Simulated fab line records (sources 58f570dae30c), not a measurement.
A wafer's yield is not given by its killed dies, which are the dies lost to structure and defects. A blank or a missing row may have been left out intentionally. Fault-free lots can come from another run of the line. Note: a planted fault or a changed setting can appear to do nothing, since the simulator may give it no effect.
fab line records    flow berkeley_cmos170
record lots=5  wafers=15  last_day=11
route steps=331 shown PSD@185 NSD@187 BACKSIDE@199 SDANNEAL@204
lots that met no fault: from a run of the same line without faults
start_h: the number of hours between the record's first day and the start of the first shown wafer of the lot    wait_h: hours from the lot's prior step to this one    " the same as in the row above    L1.1+2: one row covering several wafers at once    - no value, or no start was given    * or withheld: withheld    < > ~ a bound
route shown NAME@n: names a module that has steps shown in the file, with the first one's number in the route    usual: the fault-free wafers' mean and standard deviation    same: alike in all rows    chamber/n: place in a boat    sites: per-site readings    _std_site: standard deviation across them    _edge_site: inner sites' mean taken away from outer sites' mean    radius_mm: how far each site lies from the wafer's centre    mask NAME#n: copy n    behind: tool/chamber where the wafer was last shaped    hold: the reason the lot was held/the length of the hold in hours/how it ended    device: the n, p or np transistor that did not switch    end of line: at the end of the route, the tests of the same wafers    a step given without rows: its recipe and nothing more    killed: dies that structure and defects cost at the first sort, which is not the same as the wafer's yield    map: a wafer's dies, marking killed ones x, the rest . and places with no die _
set.NAME: the setting the step ran with; set.NAME@STEP: the setting that earlier step ran with    model.NAME: the simulator's own value behind a step, which no gauge read
lots at some steps of the route; a table a step, a row a wafer
services: the hour from which a tool's chamber was out of use, counted from the record's first day as start_h (under 0 if before that day), plus the number of hours and why
## steps
# step UCB170_PSD_TW_MEAS_10
# usual PSD_TW=2308/12
lot.wafer  tool           chamber  start_h  wait_h  PSD_TW
L080.2     film_metro-04  -        171.79   0.1     2318
L080.4     "              -        "        "       2314
L080.5     "              -        "        "       2326
L084.1     film_metro-04  -        182.22   0.1     2327
L084.4     "              -        "        "       2323
L084.5     "              -        "        "       2315
L083.3     film_metro-01  -        182.36   0.1     2290
L083.4     "              -        "        "       2286
L083.5     "              -        "        "       2280
L085.1     film_metro-03  -        197.20   0.1     2298
L085.2     "              -        "        "       2300
L085.5     "              -        "        "       2288
L089.3     film_metro-03  -        232.60   0.1     2327
L089.4     "              -        "        "       2319
L089.5     "              -        "        "       2299
# step UCB170_PSD_CLEAN_11
# recipe chemistry=SPM  temp_c=120  time_s=600
# usual temp_c=120.01/0.15
# same time_s=600
lot.wafer  tool          chamber  start_h  wait_h  temp_c
L080.2     wet_bench-04  3        171.84   0.0     119.99
L080.4     "             3        "        "       120.18
L080.5     "             3        "        "       120.00
L083.3     wet_bench-03  1        183.51   1.1     120.03
L083.4     "             1        "        "       119.95
L083.5     "             1        "        "       119.89
L084.1     wet_bench-03  3        183.51   1.3     119.74
L084.4     "             3        "        "       119.93
L084.5     "             3        "        "       119.78
L085.1     wet_bench-03  1        197.26   0.1     120.01
L085.2     "             1        "        "       120.12
L085.5     "             1        "        "       119.93
L089.3     wet_bench-03  0        232.64   0.0     120.09
L089.4     "             0        "        "       119.90
L089.5     "             0        "        "       120.14
# step UCB170_NSD_HMDS_00
# recipe prime_time_s=60  prime_temp_c=100
lot.wafer   tool            chamber  start_h  wait_h
L080.2+4+5  litho_track-01  0        172.38   0.4
L084.1+4+5  litho_track-03  0        184.06   0.4
L083.3+4+5  litho_track-01  0        184.28   0.6
L085.1+2+5  litho_track-01  0        197.45   0.0
L089.3+4+5  litho_track-01  0        232.88   0.1
# step UCB170_NSD_COAT_01
# recipe resist=KrF  spin_rpm=1500  resist_thk_nm=900
# usual spin_speed_rpm=1500.1/0.78
lot.wafer  tool            chamber  start_h  wait_h  spin_speed_rpm
L080.2     litho_track-01  0        172.53   0.1     1500.4
L080.4     "               0        "        "       1501.6
L080.5     "               0        "        "       1500.5
L084.1     litho_track-03  0        184.21   0.1     1500.5
L084.4     "               0        "        "       1500.0
L084.5     "               0        "        "       1499.3
L083.3     litho_track-01  0        184.43   0.1     1499.5
L083.4     "               0        "        "       1499.2
L083.5     "               0        "        "       1499.1
L085.1     litho_track-01  0        197.60   0.1     1500.3
L085.2     "               0        "        "       1500.9
L085.5     "               0        "        "       1500.9
L089.3     litho_track-01  0        233.03   0.1     1500.2
L089.4     "               0        "        "       1500.3
L089.5     "               0        "        "       1499.6
# step UCB170_NSD_SOFTBAKE_02
# recipe resist=KrF  temp_c=130  time_s=60
# same time_s=60
lot.wafer   tool            chamber  start_h  wait_h
L080.2+4+5  litho_track-01  0        172.68   0.1
L084.1+4+5  litho_track-03  0        184.36   0.1
L083.3+4+5  litho_track-01  0        184.58   0.1
L085.1+2+5  litho_track-01  0        197.75   0.1
L089.3+4+5  litho_track-01  0        233.18   0.1
# step UCB170_NSD_EXPOSE_03
# recipe mask_id=NSELECT_MOD  na=0.5  sigma_outer=0.6  source_shape=conventional  target_cd_nm=1200  dose_mj=30
# usual focus_offset_nm=-0.2/0.53
lot.wafer  tool            chamber  start_h  wait_h  mask           focus_offset_nm
L080.2     krf_scanner-02  0        172.95   0.2     NSELECT_MOD#0  -1.0
L080.4     "               0        "        "       NSELECT_MOD#0  -0.5
L080.5     "               0        "        "       NSELECT_MOD#0  -0.5
L084.1     krf_scanner-02  0        184.78   0.4     NSELECT_MOD#0  -0.8
L084.4     "               0        "        "       NSELECT_MOD#0  0.2
L084.5     "               0        "        "       NSELECT_MOD#0  0.0
L083.3     krf_scanner-02  0        185.06   0.4     NSELECT_MOD#0  -0.7
L083.4     "               0        "        "       NSELECT_MOD#0  0.3
L083.5     "               0        "        "       NSELECT_MOD#0  -0.7
L085.1     krf_scanner-02  0        197.93   0.2     NSELECT_MOD#0  0.3
L085.2     "               0        "        "       NSELECT_MOD#0  0.5
L085.5     "               0        "        "       NSELECT_MOD#0  0.3
L089.3     krf_scanner-02  0        233.45   0.2     NSELECT_MOD#0  -0.6
L089.4     "               0        "        "       NSELECT_MOD#0  -0.7
L089.5     "               0        "        "       NSELECT_MOD#0  -0.9
# step UCB170_NSD_PEB_04
# recipe peb_temp_c=130  peb_time_s=withheld  resist=KrF
lot.wafer   tool            chamber  start_h  wait_h
L080.2+4+5  litho_track-03  0        173.23   0.3
L084.1+4+5  litho_track-02  0        185.33   0.5
L083.3+4+5  litho_track-03  0        185.56   0.5
L085.1+2+5  litho_track-03  0        198.08   0.1
L089.3+4+5  litho_track-02  0        233.67   0.2
# step UCB170_NSD_DEVELOP_05
# recipe developer=TMAH  develop_time_s=45  resist=KrF  dev_temp_c=21
lot.wafer   tool            chamber  start_h  wait_h
L080.2+4+5  litho_track-03  0        -        -
L084.1+4+5  litho_track-02  0        -        -
L083.3+4+5  litho_track-03  0        -        -
L085.1+2+5  litho_track-03  0        -        -
L089.3+4+5  litho_track-02  0        -        -
# step UCB170_NSD_CD_MEAS_06
# recipe target_cd_nm=1200
# usual cd_nm=1199.8/1.3
lot.wafer  tool       chamber  start_h  wait_h  cd_nm
L080.2     cd_sem-01  -        173.50   -       1199.6
L080.4     "          -        "        "       1198.0
L080.5     "          -        "        "       1200.0
L084.1     cd_sem-02  -        185.72   -       1197.4
L084.4     "          -        "        "       1199.2
L084.5     "          -        "        "       1199.1
L083.3     cd_sem-01  -        185.82   -       1199.6
L083.4     "          -        "        "       1200.8
L083.5     "          -        "        "       1200.7
L085.1     cd_sem-01  -        198.35   -       1200.8
L085.2     "          -        "        "       1199.9
L085.5     "          -        "        "       1199.0
L089.3     cd_sem-01  -        233.93   -       1199.2
L089.4     "          -        "        "       1198.8
L089.5     "          -        "        "       1200.5
# step UCB170_NSD_OVL_MEAS_07
# usual NSD_OVL=0/5
lot.wafer  tool        chamber  start_h  wait_h  NSD_OVL[nm]
L080.2     overlay-02  -        173.61   0.1     -4
L080.4     "           -        "        "       -4
L080.5     "           -        "        "       -1
L084.1     overlay-01  -        185.84   0.1     -12
L084.4     "           -        "        "       -3
L084.5     "           -        "        "       -1
L083.3     overlay-02  -        185.92   0.1     0
L083.4     "           -        "        "       1
L083.5     "           -        "        "       3
L085.1     overlay-01  -        198.47   0.1     2
L085.2     "           -        "        "       4
L085.5     "           -        "        "       -2
L089.3     overlay-02  -        234.02   0.1     -2
L089.4     "           -        "        "       4
L089.5     "           -        "        "       5
# step UCB170_NSD_IMPLANT_08
# recipe species=P  dose_cm2=3e+15  energy_kev=40  tilt_deg=7
lot.wafer   tool          chamber  start_h  wait_h
L080.2+4+5  implanter-04  0        173.66   0.0
L084.1+4+5  implanter-04  0        185.88   0.0
L083.3+4+5  implanter-01  0        185.99   0.1
L085.1+2+5  implanter-01  0        198.81   0.3
L089.3+4+5  implanter-01  0        234.10   0.1
# step UCB170_NSD_STRIP_09
# recipe chemistry=O2  power_w=400  pressure_mtorr=3500  platen_temp_c=withheld  o2_flow_sccm=400  overash_fraction=0.5
# usual chamber_pressure_mTorr=3500/3.3  drypump_motor_current_A=6.0/0.42  oes_product_au=0.535/0.0047  strip_time_to_endpoint_s=35.84/0.063
lot.wafer  tool             chamber  start_h  wait_h  chamber_pressure_mTorr  drypump_motor_current_A  oes_product_au  rf_hours_counter_h  strip_time_to_endpoint_s
L080.2     plasma_asher-03  1        173.79   0.1     3501                    5.7                      0.529           42                  35.92
L080.4     "                1        "        "       3495                    5.7                      0.536           -                   35.92
L080.5     "                0        "        "       3498                    6.0                      0.532           -                   35.87
L084.1     plasma_asher-04  0        186.03   0.1     3506                    6.6                      0.526           48                  35.82
L084.4     "                1        "        "       3504                    5.9                      0.534           -                   35.80
L084.5     "                1        "        "       3502                    5.8                      0.544           -                   35.82
L083.3     plasma_asher-03  0        186.12   0.1     3499                    6.0                      0.529           -                   35.88
L083.4     "                1        "        "       3500                    5.7                      0.544           -                   35.86
L083.5     "                1        "        "       3499                    5.7                      0.539           -                   35.88
L085.1     plasma_asher-03  0        198.96   0.1     3502                    6.1                      0.534           45                  35.78
L085.2     "                1        "        "       3502                    5.7                      0.536           45                  35.77
L085.5     "                1        "        "       3507                    5.7                      0.532           -                   35.65
L089.3     plasma_asher-04  0        234.23   0.1     3498                    6.6                      0.535           -                   35.78
L089.4     "                1        "        "       3499                    5.8                      0.533           -                   35.75
L089.5     "                0        "        "       3497                    6.6                      0.537           -                   35.70
# step UCB170_NSD_TW_MEAS_10
# usual NSD_TW=4161/20
lot.wafer  tool           chamber  start_h  wait_h  NSD_TW
L080.2     film_metro-03  -        173.90   0.1     4174
L080.4     "              -        "        "       4163
L080.5     "              -        "        "       4175
L084.1     film_metro-03  -        186.13   0.1     4127
L084.4     "              -        "        "       4141
L084.5     "              -        "        "       4157
L083.3     film_metro-01  -        186.21   0.1     4131
L083.4     "              -        "        "       4122
L083.5     "              -        "        "       4101
L085.1     film_metro-01  -        199.06   0.1     4122
L085.2     "              -        "        "       4108
L085.5     "              -        "        "       4136
L089.3     film_metro-04  -        234.32   0.1     4194
L089.4     "              -        "        "       4200
L089.5     "              -        "        "       4192
# step UCB170_NSD_CLEAN_11
# recipe chemistry=SPM  temp_c=120  time_s=600
# usual temp_c=119.99/0.13
# same time_s=600
lot.wafer  tool          chamber  start_h  wait_h  temp_c
L080.2     wet_bench-02  0        174.00   0.1     120.18
L080.4     "             0        "        "       120.32
L080.5     "             0        "        "       120.07
L084.1     wet_bench-02  0        186.19   0.1     119.85
L084.4     "             0        "        "       119.89
L084.5     "             0        "        "       119.99
L083.3     wet_bench-02  1        186.36   0.1     120.15
L083.4     "             1        "        "       120.15
L083.5     "             1        "        "       120.00
L085.1     wet_bench-01  3        199.17   0.1     120.17
L085.2     "             3        "        "       120.17
L085.5     "             3        "        "       119.96
L089.3     wet_bench-02  1        234.36   0.0     119.99
L089.4     "             1        "        "       119.92
L089.5     "             1        "        "       119.83
# step UCB170_BACKSIDE_HMDS_00
# recipe prime_time_s=60  prime_temp_c=100
lot.wafer   tool            chamber  start_h  wait_h
L080.2+4+5  litho_track-04  0        174.27   0.1
L084.1+4+5  litho_track-02  0        186.39   0.0
L083.3+4+5  litho_track-03  0        186.88   0.3
L085.1+2+5  litho_track-03  0        199.54   0.2
L089.3+4+5  litho_track-03  0        234.74   0.2
# step UCB170_BACKSIDE_COAT_01
# recipe resist=KrF  spin_rpm=1500  resist_thk_nm=900
# usual spin_speed_rpm=1499.8/0.99
lot.wafer  tool            chamber  start_h  wait_h  spin_speed_rpm
L080.2     litho_track-04  0        174.42   0.1     1498.0
L080.4     "               0        "        "       1497.8
L080.5     "               0        "        "       1499.6
L084.1     litho_track-02  0        186.54   0.1     1501.2
L084.4     "               0        "        "       1499.6
L084.5     "               0        "        "       1500.6
L083.3     litho_track-03  0        187.03   0.1     1501.3
L083.4     "               0        "        "       1500.6
L083.5     "               0        "        "       1501.9
L085.1     litho_track-03  0        199.69   0.1     1501.0
L085.2     "               0        "        "       1501.1
L085.5     "               0        "        "       1501.5
L089.3     litho_track-03  0        234.89   0.1     1498.9
L089.4     "               0        "        "       1499.1
L089.5     "               0        "        "       1498.7
# step UCB170_BACKSIDE_SOFTBAKE_02
# recipe resist=KrF  temp_c=130  time_s=60
# same time_s=60
lot.wafer   tool            chamber  start_h  wait_h
L080.2+4+5  litho_track-04  0        174.57   0.1
L084.1+4+5  litho_track-02  0        186.69   0.1
L083.3+4+5  litho_track-03  0        187.18   0.1
L085.1+2+5  litho_track-03  0        199.84   0.1
L089.3+4+5  litho_track-03  0        235.04   0.1
# step UCB170_BACKSIDE_STRIP_03
# recipe chemistry=O2  power_w=400  pressure_mtorr=3500  platen_temp_c=withheld  o2_flow_sccm=400  overash_fraction=0.5
# usual chamber_pressure_mTorr=3500/3  drypump_motor_current_A=5.6/0.6  oes_product_au=0.734/0.0044  strip_time_to_endpoint_s=21.99/0.064
lot.wafer  tool             chamber  start_h  wait_h  chamber_pressure_mTorr  drypump_motor_current_A  oes_product_au  rf_hours_counter_h  strip_time_to_endpoint_s
L080.2     plasma_asher-02  0        174.70   0.1     3498                    5.2                      0.729           6                   21.97
L080.4     "                0        "        "       3500                    5.2                      0.733           -                   21.92
L080.5     "                1        "        "       3496                    6.3                      0.736           -                   21.99
L084.1     plasma_asher-04  1        186.84   0.1     3500                    5.8                      0.740           48                  22.02
L084.4     "                1        "        "       3499                    5.8                      0.731           -                   21.92
L084.5     "                0        "        "       3500                    6.6                      0.738           -                   21.97
L083.3     plasma_asher-02  0        187.32   0.1     3501                    5.2                      0.737           -                   21.90
L083.4     "                1        "        "       3503                    6.2                      0.736           -                   21.90
L083.5     "                1        "        "       3506                    6.3                      0.733           -                   21.93
L085.1     plasma_asher-04  1        199.99   0.1     3501                    5.9                      0.733           49                  22.05
L085.2     "                0        "        "       3504                    6.6                      0.729           49                  22.01
L085.5     "                0        "        "       3503                    6.5                      0.726           -                   21.98
L089.3     plasma_asher-01  0        235.18   0.1     3499                    5.0                      0.746           -                   21.96
L089.4     "                1        "        "       3499                    5.1                      0.725           -                   21.91
L089.5     "                0        "        "       3500                    5.0                      0.741           -                   21.95
# step UCB170_BACKSIDE_CLEAN_04
# recipe chemistry=SPM  temp_c=120  time_s=600
# usual temp_c=120.02/0.12
# same time_s=600
lot.wafer  tool          chamber  start_h  wait_h  temp_c
L080.2     wet_bench-03  1        175.35   0.6     119.81
L080.4     "             1        "        "       119.93
L080.5     "             1        "        "       120.00
L084.1     wet_bench-01  2        186.94   0.1     119.91
L084.4     "             2        "        "       119.94
L084.5     "             2        "        "       120.00
L083.3     wet_bench-03  2        187.38   0.0     119.92
L083.4     "             2        "        "       119.85
L083.5     "             2        "        "       119.93
L085.1     wet_bench-03  2        202.70   2.7     120.17
L085.2     "             2        "        "       120.00
L085.5     "             2        "        "       120.01
L089.3     wet_bench-02  0        235.24   0.0     119.96
L089.4     "             0        "        "       120.11
L089.5     "             0        "        "       119.93
# step UCB170_SDANNEAL_RTA_00
# recipe temp_c=900  time_s=10  ambient=N2
# usual lamp_power_pct=24.4/2.6  wafer_temp_C_max=905.2/0.97
# same time_s=10
lot.wafer  tool           chamber  start_h  wait_h  lamp_power_pct  wafer_temp_C_max
L080.2     rtp_anneal-02  0        175.53   0.0     22.0            905.0
L080.4     "              0        "        "       22.0            906.2
L080.5     "              0        "        "       22.0            904.6
L084.1     rtp_anneal-02  0        187.12   0.0     22.0            904.8
L084.4     "              0        "        "       22.0            904.7
L084.5     "              0        "        "       22.0            905.4
L083.3     rtp_anneal-01  0        187.60   0.0     27.2            904.0
L083.4     "              0        "        "       27.2            907.2
L083.5     "              0        "        "       27.1            904.7
L085.1     rtp_anneal-02  0        202.87   0.0     22.0            906.0
L085.2     "              0        "        "       22.0            904.5
L085.5     "              0        "        "       22.0            904.5
L089.3     rtp_anneal-01  0        235.46   0.0     27.1            904.9
L089.4     "              0        "        "       27.2            907.2
L089.5     "              0        "        "       27.1            905.8
# step UCB170_SDANNEAL_RTA_01
# recipe temp_c=1050  time_s=5  ambient=N2
# usual lamp_power_pct=38/4  wafer_temp_C_max=1056.1/1.2
# same time_s=5
lot.wafer  tool           chamber  start_h  wait_h  lamp_power_pct  wafer_temp_C_max
L080.2     rtp_anneal-02  0        175.60   0.1     34              1054.0
L080.4     "              0        "        "       34              1056.9
L080.5     "              0        "        "       34              1055.7
L084.1     rtp_anneal-02  0        187.19   0.1     34              1056.0
L084.4     "              0        "        "       34              1057.4
L084.5     "              0        "        "       34              1057.1
L083.3     rtp_anneal-01  0        187.66   0.1     42              1055.4
L083.4     "              0        "        "       42              1055.9
L083.5     "              0        "        "       42              1054.8
L085.1     rtp_anneal-02  0        202.94   0.1     34              1056.1
L085.2     "              0        "        "       34              1055.1
L085.5     "              0        "        "       34              1056.7
L089.3     rtp_anneal-01  0        235.59   0.1     42              1056.1
L089.4     "              0        "        "       42              1054.6
L089.5     "              0        "        "       42              1054.5
## services
tool             chamber  start_h  hours  kind
plasma_asher-03  -        162.56   2.8    pm
litho_track-02   -        170.91   -      consumable_replace:filter
krf_scanner-02   -        190.47   1.0    pm
implanter-04     -        195.07   20.4   repair
plasma_asher-02  -        199.08   1.6    repair
krf_scanner-02   -        214.59   1.3    pm
implanter-04     -        216.36   19.8   repair
krf_scanner-02   0        232.26   -      calibration
## key
fault none
